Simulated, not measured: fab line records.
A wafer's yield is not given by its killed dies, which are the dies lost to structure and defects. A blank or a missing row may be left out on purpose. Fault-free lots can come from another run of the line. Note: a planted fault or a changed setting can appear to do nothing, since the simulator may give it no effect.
fab line records ; flow berkeleyCmos170
record: lots: 6; wafers: 16; lastDay: 13
route steps=331 shown M2@271
lots untouched by any fault: they come from a run of this same line in which no faults occurred
startH: the number of hours between the record's first day and the start of the first shown wafer of the lot ; waitH: how many hours have passed since the lot's step before this one ; " unchanged from the row above ; L1.1+2: a row that stands for several wafers ; - no value, or no start was given ; * or withheld: withheld ; < > ~ a bound
route shown NAME@n: NAME is a module with steps in the file, n the number in the route of the first one ; usual: mean/standard deviation taken from wafers without a fault ; same: alike in all rows ; chamber/n: place in a boat ; sites: per-site readings ; _std_site: how widely they spread, as a standard deviation ; _edge_site: the outer-site mean with the inner-site mean subtracted ; radiusMm: for every site, how far away it sits from the centre of the wafer ; mask NAME#n: copy n ; behind: the most recent tool/chamber to have shaped the wafer ; hold: why the lot went on hold/how many hours it stayed there/how the hold came to an end ; device: names the non-switching transistor (n, p or np) ; end of line: tests of these same wafers at the route's end ; step lacking rows: just its recipe ; killed: not the wafer's yield, but the dies lost to structure and defects at the first sort ; map: a wafer's dies, x killed, . not, _ none there
set.NAME: setting as actually run; set.NAME@STEP: the setting as run at that earlier step ; model.NAME: the simulator's own value behind a step, which no gauge read
lots seen at some steps along the route; tables by step, rows by wafer
services: a tool's chamber out of use, with start hour (startH, from the record's first day; less than 0 if before it), hours out, and reason
== steps ==
step: UCB170_M2_PRE_CLEAN_00
recipe: gas: Ar; precleanEtchTimeS: 60
step: UCB170_M2_SPUTTER_01
recipe: material: Al; targetThkNm: 900; timeS: 120; powerW: 6000; chamberPressurePa: 0.5
usual: throttleValvePct: 30.0/1.1
lot.wafer;tool;chamber;startH;waitH;throttleValvePct
L685.2;pvdSputter-01;-;175.60;0.0;29.4
L685.3;pvdSputter-01;-;175.60;0.0;29.5
L685.5;pvdSputter-01;-;175.60;0.0;29.8
L694.2;pvdSputter-04;-;220.67;0.0;29.1
L694.3;pvdSputter-04;-;220.67;0.0;30.0
L694.5;pvdSputter-04;-;220.67;0.0;31.3
L691.3;pvdSputter-03;-;224.61;0.0;32.9
L704.1;pvdSputter-03;-;275.55;0.0;30.4
L704.2;pvdSputter-03;-;275.55;0.0;32.6
L704.4;pvdSputter-03;-;275.55;0.0;29.6
L705.3;pvdSputter-01;-;277.55;0.0;29.5
L705.4;pvdSputter-01;-;277.55;0.0;30.5
L705.6;pvdSputter-01;-;277.55;0.0;29.5
L707.1;pvdSputter-03;-;301.78;0.0;30.2
L707.5;pvdSputter-03;-;301.78;0.0;29.6
L707.6;pvdSputter-03;-;301.78;0.0;29.2
step: UCB170_M2_RS_MEAS_02
recipe: thkMeasGauge: four-point-probe; reads: Al_of_M2_SPUTTER_01
usual: M2_AL_RS: 0.0322/0.00033
lot.wafer;tool;chamber;startH;waitH;M2_AL_RS[ohm/sq]
L685.2;filmMetro-01;-;175.71;0.1;0.0322
L685.3;filmMetro-01;-;175.71;0.1;0.0320
L685.5;filmMetro-01;-;175.71;0.1;0.0324
L694.2;filmMetro-01;-;220.78;0.1;0.0323
L694.3;filmMetro-01;-;220.78;0.1;0.0321
L694.5;filmMetro-01;-;220.78;0.1;0.0318
L691.3;filmMetro-01;-;224.81;0.2;0.0322
L704.1;filmMetro-02;-;275.63;0.0;0.0327
L704.2;filmMetro-02;-;275.63;0.0;0.0327
L704.4;filmMetro-02;-;275.63;0.0;0.0329
L705.3;filmMetro-02;-;277.67;0.1;0.0322
L705.4;filmMetro-02;-;277.67;0.1;0.0322
L705.6;filmMetro-02;-;277.67;0.1;0.0320
L707.1;filmMetro-02;-;301.86;0.0;0.0325
L707.5;filmMetro-02;-;301.86;0.0;0.0326
L707.6;filmMetro-02;-;301.86;0.0;0.0322
step: UCB170_M2_THK_MEAS_03
recipe: thkMeasGauge: xrf; reads: Al_of_M2_SPUTTER_01
usual: M2_AL_THK: 894/9.9
lot.wafer;tool;chamber;startH;waitH;M2_AL_THK[nm]
L685.2;filmMetro-01;-;175.82;0.1;893
L685.3;filmMetro-01;-;175.82;0.1;906
L685.5;filmMetro-01;-;175.82;0.1;891
L694.2;filmMetro-01;-;220.89;0.1;888
L694.3;filmMetro-01;-;220.89;0.1;904
L694.5;filmMetro-01;-;220.89;0.1;911
L691.3;filmMetro-01;-;224.91;0.1;899
L704.1;filmMetro-02;-;275.75;0.1;882
L704.2;filmMetro-02;-;275.75;0.1;882
L704.4;filmMetro-02;-;275.75;0.1;872
L705.3;filmMetro-02;-;277.77;0.1;889
L705.4;filmMetro-02;-;277.77;0.1;891
L705.6;filmMetro-02;-;277.77;0.1;894
L707.1;filmMetro-02;-;301.98;0.1;889
L707.5;filmMetro-02;-;301.98;0.1;884
L707.6;filmMetro-02;-;301.98;0.1;898
step: UCB170_M2_HMDS_04
recipe: primeTimeS: 60; primeTempC: 100
step: UCB170_M2_COAT_05
recipe: resist: KrF; spinRpm: 1500; resistThkNm: 900
step: UCB170_M2_SOFTBAKE_06
recipe: resist: KrF; tempC: 130; timeS: 60
step: UCB170_M2_STRIP_07
recipe: chemistry: O2; powerW: 400; pressureMtorr: 3500; platenTempC: withheld; o2FlowSccm: 400; overashFraction: 0.5
usual: chamberPressureMTorr: 3500/3.3; drypumpMotorCurrentA: 5.50/0.16; oesProductAu: 0.734/0.0046; stripTimeToEndpointS: 21.97/0.061
lot.wafer;tool;chamber;startH;waitH;chamberPressureMTorr;drypumpMotorCurrentA;oesProductAu;rfHoursCounterH;stripTimeToEndpointS
L685.2;plasmaAsher-04;0;176.32;0.1;3502;5.86;0.735;40;21.97
L685.3;plasmaAsher-04;1;176.32;0.1;3496;5.45;0.718;-;22.02
L685.5;plasmaAsher-04;0;176.32;0.1;3498;5.83;0.736;-;21.99
L694.2;plasmaAsher-03;0;221.39;0.1;3503;5.47;0.736;11;21.86
L694.3;plasmaAsher-03;1;221.39;0.1;3494;5.34;0.728;-;22.00
L694.5;plasmaAsher-03;0;221.39;0.1;3505;5.46;0.736;-;21.85
L691.3;plasmaAsher-01;0;225.47;0.1;3499;5.40;0.735;-;22.06
L704.1;plasmaAsher-04;1;276.47;0.1;3503;5.49;0.735;50;21.98
L704.2;plasmaAsher-04;0;276.47;0.1;3503;5.80;0.737;50;22.00
L704.4;plasmaAsher-04;0;276.47;0.1;3498;5.82;0.735;-;21.97
L705.3;plasmaAsher-04;1;278.94;0.1;3496;5.48;0.730;-;22.05
L705.4;plasmaAsher-04;0;278.94;0.1;3503;5.86;0.732;-;22.02
L705.6;plasmaAsher-04;1;278.94;0.1;3501;5.46;0.731;-;21.97
L707.1;plasmaAsher-03;0;302.49;0.1;3497;5.49;0.733;20;22.03
L707.5;plasmaAsher-03;1;302.49;0.1;3500;5.37;0.733;-;21.87
L707.6;plasmaAsher-03;0;302.49;0.1;3502;5.46;0.739;-;21.93
step: UCB170_M2_STRIP_08
recipe: chemistry: DMSO; tempC: 80; timeS: 600; material: KrF
step: UCB170_M2_COAT_09
recipe: resist: BARC; tempC: withheld; timeS: withheld; spinRpm: 3000; resistThkNm: withheld
step: UCB170_M2_COAT_10
recipe: resist: KrF; spinRpm: 1500; resistThkNm: 900
step: UCB170_M2_SOFTBAKE_11
recipe: resist: KrF; tempC: 130; timeS: 60
step: UCB170_M2_EXPOSE_12
recipe: maskId: METAL2; targetCdNm: 700; na: 0.5; sigmaOuter: 0.6; sourceShape: conventional; doseMj: 26
usual: exposureDoseMJCm2: 24.92/0.16; focusOffsetNm: 0.0/0.48; stageVelMmS: 500.00/0.26
lot.wafer;tool;chamber;startH;waitH;mask;exposureDoseMJCm2;focusOffsetNm;stageVelMmS
L685.2;krfScanner-01;0;177.23;-;METAL2#0;24.84;0.1;499.80
L685.3;krfScanner-01;0;177.23;-;METAL2#0;24.81;0.0;500.04
L685.5;krfScanner-01;0;177.23;-;METAL2#0;24.81;-0.2;499.89
L694.2;krfScanner-01;-;223.21;-;METAL2#0;-;-;-
L694.3;krfScanner-01;-;223.21;-;METAL2#0;-;-;-
L694.5;krfScanner-01;-;223.21;-;METAL2#0;-;-;-
L691.3;krfScanner-01;-;226.51;-;METAL2#0;-;-;-
L704.1;krfScanner-01;0;277.68;-;METAL2#0;24.81;0.4;500.15
L704.2;krfScanner-01;0;277.68;-;METAL2#0;24.80;0.2;500.17
L704.4;krfScanner-01;0;277.68;-;METAL2#0;24.81;0.3;499.91
L705.3;krfScanner-01;0;280.13;-;METAL2#0;24.84;0.2;499.90
L705.4;krfScanner-01;0;280.13;-;METAL2#0;24.84;0.0;499.95
L705.6;krfScanner-01;0;280.13;-;METAL2#0;24.86;-0.2;499.93
L707.1;krfScanner-02;0;306.12;-;METAL2#0;25.14;0.3;499.87
L707.5;krfScanner-02;0;306.12;-;METAL2#0;25.19;0.0;499.77
L707.6;krfScanner-02;0;306.12;-;METAL2#0;25.15;0.0;499.74
step: UCB170_M2_PEB_13
recipe: pebTempC: 131.3; pebTimeS: withheld; resist: KrF
== services ==
tool;chamber;startH;hours;kind
krfScanner-01;0;157.40;-;calibration
krfScanner-01;-;166.77;1.0;pm
krfScanner-02;-;168.79;-;calibration
krfScanner-02;-;183.94;4.4;pm
pvdSputter-04;-;185.71;7.5;repair
krfScanner-02;-;188.32;3.6;pm
plasmaAsher-03;-;192.32;1.6;repair
krfScanner-02;-;194.14;4.0;pm
krfScanner-01;-;205.95;0.2;repair
krfScanner-01;-;227.14;4.4;pm
krfScanner-02;0;227.98;-;calibration
krfScanner-01;-;231.51;1.3;pm
plasmaAsher-04;-;249.60;1.8;repair
krfScanner-01;-;250.88;4.0;pm
krfScanner-02;-;259.06;0.8;pm
krfScanner-02;-;259.84;1.0;pm
krfScanner-02;-;265.67;2.9;repair
krfScanner-01;-;268.50;1.4;repair
krfScanner-01;-;269.87;1.0;pm
krfScanner-02;-;276.48;4.1;repair
pvdSputter-04;-;297.13;6.8;repair
pvdSputter-03;-;298.74;1.3;repair
krfScanner-01;-;302.44;0.8;pm
== key ==
firstSign: step: UCB170_M2_EXPOSE_12; reading: toolRecord; direction: missing
effect none on later readings
metAt UCB170_M2_EXPOSE_12
struckWafers L691.3,L694.2,L694.3,L694.5
laterRowsLeftOut L691.3,L694.2,L694.3,L694.5
sortLeftOut L691.3,L694.2,L694.3,L694.5
testerLeftOut L691
onsetBetween 177.23 223.21
earlierFault: kind: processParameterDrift; tool: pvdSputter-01; chamber: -; onsetH: 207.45; steps: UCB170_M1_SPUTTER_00; channel: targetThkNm; offset: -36; shape: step; actsIn: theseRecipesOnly; stated: 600; scope: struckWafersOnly
fault: kind: skippedStepWhole; tool: krfScanner-01; chamber: -; onsetH: 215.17; steps: UCB170_M2_EXPOSE_12; scope: struckLotsOnly
testerLeftOut: of these lots the tester's yield and bins aren't shown, on N5 and GAA mostly nor the transistor test; their killed dies are dies lost to structure and defects alone, not to doping, threshold or leakage, so they don't give the yield
sortLeftOut: the simulated sort isn't trusted on such a fault, so these wafers' sort isn't shown, and their yield isn't known
laterRowsLeftOut: the simulator's readings of these wafers behind a module that went badly wrong aren't trusted and aren't shown, but for the sort
